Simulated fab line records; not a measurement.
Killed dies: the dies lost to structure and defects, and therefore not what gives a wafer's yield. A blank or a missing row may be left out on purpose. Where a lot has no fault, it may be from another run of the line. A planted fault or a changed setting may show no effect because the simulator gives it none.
A struck lot beside a sound one -- flow rit cmos -- 28 out of 202 route steps
Sound: the wafers L155.1, L155.3, L155.5. Struck: wafers L175.2, L175.3, L175.4. The cause comes at the end.
Per side, at each step with rows, come the tool, then ch with its chambers, and then its first start. Under that, the readings that differ: sound wafers -- struck wafers -- difference of the means -- sigmas: that difference in standard deviations of wafers without a fault.
alike: same words and numbers on both sides, and readings whose means sit less than 2 such deviations apart. not compared: any withheld reading, any reading some wafer has no value for, any bound like >300 that may hide the same value, and any number with overlapping values for which the record gives no deviation.
A row with sigmas, a row that says differs or no value, or rows on one side alone: a step with any of these is where the two part. Numbers that don't overlap but have no deviation are shown without sigmas and don't part them. Lack of a reading on every wafer of one side parts them only where that side has two or more wafers.

RIT_ACTIVE_BOW_MEAS_00:
  sound on film metro-04, day 1 15:00; struck on film metro-04, day 5 19:01
  alike: INCOMING_BOW
RIT_ACTIVE_OXIDATION_01: target thk 46.8 nm, ox time 3360 s.
  sound on furnace-04 ch 0, day 1 18:50; struck on furnace-03 ch 0, day 5 19:43
reading,sound,struck,difference,sigmas
zone power centre pct (%),56 56 56,40 39 40,-16,-2
model.SiO2_of_ACTIVE_OXIDATION_01.thk nm (nm),47.73 48.35 48.7,70.97 71.51 72.11,+23.27,
RIT_ACTIVE_THK_MEAS_02:
  sound on film metro-03, day 1 20:46; struck on film metro-01, day 5 21:40
reading,sound,struck,difference,sigmas
ACTIVE_OXIDE_THK (nm),47.8 48.4 48.7,71.0 71.5 72.1,+23.2,+23
then, 1 step without rows for these wafers: RIT_ACTIVE_CVD_03 (deposits Si3N4 from SiH2Cl2/NH3, target thk 150 nm, time 1500 s).
RIT_ACTIVE_THK_MEAS_04:
  sound on film metro-04, day 1 23:20; struck on film metro-04, day 5 23:28
  alike: ACTIVE_NITRIDE_THK
then, 6 steps without rows for these wafers: RIT_ACTIVE_HMDS_05 (prime time 60 s); RIT_ACTIVE_COAT_06 (resist thk 1000 nm); RIT_ACTIVE_SOFTBAKE_07 (time 60 s); RIT_ACTIVE_EXPOSE_08 (exposes mask M1, target cd 1400 nm); RIT_ACTIVE_PEB_09; RIT_ACTIVE_DEVELOP_10 (develop time 50 s).
RIT_ACTIVE_CD_MEAS_11: the cd target is 1400 nm.
  sound on cd sem-02, day 2 00:14; struck on cd sem-01, day 6 00:25
  alike: cd nm
then, 1 step without rows for these wafers: RIT_ACTIVE_HARDBAKE_12 (time 60 s).
RIT_ACTIVE_ETCH_13: etches Si3N4 in SF6, stops on SiO2, time 210 s, target depth 210 nm.
  sound on rie diel-01 ch 1,3, day 2 00:31; struck on rie diel-01 ch 0,1,3, day 6 00:40
  alike: drypump motor current A, oes product au, throttle valve pct
  not compared: rf hours counter h
RIT_ACTIVE_STRIP_14: strips in O2, time 180 s.
  sound on plasma asher-03 ch 0,1, day 2 00:38; struck on plasma asher-01 ch 0,1, day 6 00:48
reading,sound,struck,difference,sigmas
drypump motor current A (A),5.99 5.92 5.92,4.97 5.55 5.00,-0.77,-3
  not compared: rf hours counter h
RIT_ACTIVE_CD_MEAS_90: the cd target is 1400 nm.
  sound on cd sem-01, day 2 00:49; struck on cd sem-02, day 6 01:00
  alike: cd nm
then, 4 steps without rows for these wafers: RIT_ACTIVE_CLEAN_15 (cleans in SC1, time 600 s); RIT_ACTIVE_CLEAN_16 (cleans in dHF, time 30 s); RIT_ACTIVE_CLEAN_17 (cleans in SC2, time 600 s); RIT_FOX1_OXIDATION_00 (target thk 350.7 nm, ox time 1130 s).
RIT_FOX1_THK_MEAS_01:
  sound on film metro-02, day 2 03:34; struck on film metro-02, day 6 05:19
  alike: FOX1_OXIDE_THK
then, 2 steps without rows for these wafers: RIT_FOX1_WET_ETCH_02 (etches SiO2 in BOE, target depth 350 nm, time 390 s); RIT_FOX2_OXIDATION_00 (target thk 350.7 nm, ox time 1130 s).
RIT_FOX2_THK_MEAS_01:
  sound on film metro-01, day 2 05:03; struck on film metro-02, day 6 08:59
  alike: FOX2_OXIDE_THK
then, 1 step without rows for these wafers: RIT_FOX2_CLEAN_02 (cleans in dHF, time 180 s).
RIT_FOX2_WET_ETCH_03: etches Si3N4 in H3PO4, target depth 195 nm, time 2700 s.
  sound on wet bench-04 ch 0, day 2 05:10; struck on wet bench-02 ch 0, day 6 09:05
reading,sound,struck,difference,sigmas
model.SiO2_of_ACTIVE_OXIDATION_01.thk nm (nm),42.45 42.4 42.68,61.67 62.76 63.95,+20.28,
RIT_FOX2_THK_MEAS_90:
  sound on film metro-01, day 2 05:55; struck on film metro-01, day 6 09:52
  alike: FIELD_OXIDE_LEFT_1_THK
RIT_M1_PROBE_99:
  sound on prober-02, day 3 22:10; struck on prober-01, day 8 06:01
  alike: killed_at_M0_to_M3, killed at contacts, killed at front end, killed dies, killed on rim, killed open, killed short

== WHERE THEY PART ==
At RIT_ACTIVE_OXIDATION_01 first; at RIT_ACTIVE_STRIP_14 last (within this record only). Later steps at which nothing parts them and some readings are alike: RIT_ACTIVE_CD_MEAS_90, RIT_FOX1_THK_MEAS_01, RIT_FOX2_THK_MEAS_01, RIT_FOX2_THK_MEAS_90, RIT_M1_PROBE_99.

WHY: what had been put in by the simulator
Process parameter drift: furnace-03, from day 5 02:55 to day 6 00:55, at RIT_ACTIVE_OXIDATION_01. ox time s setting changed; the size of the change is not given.
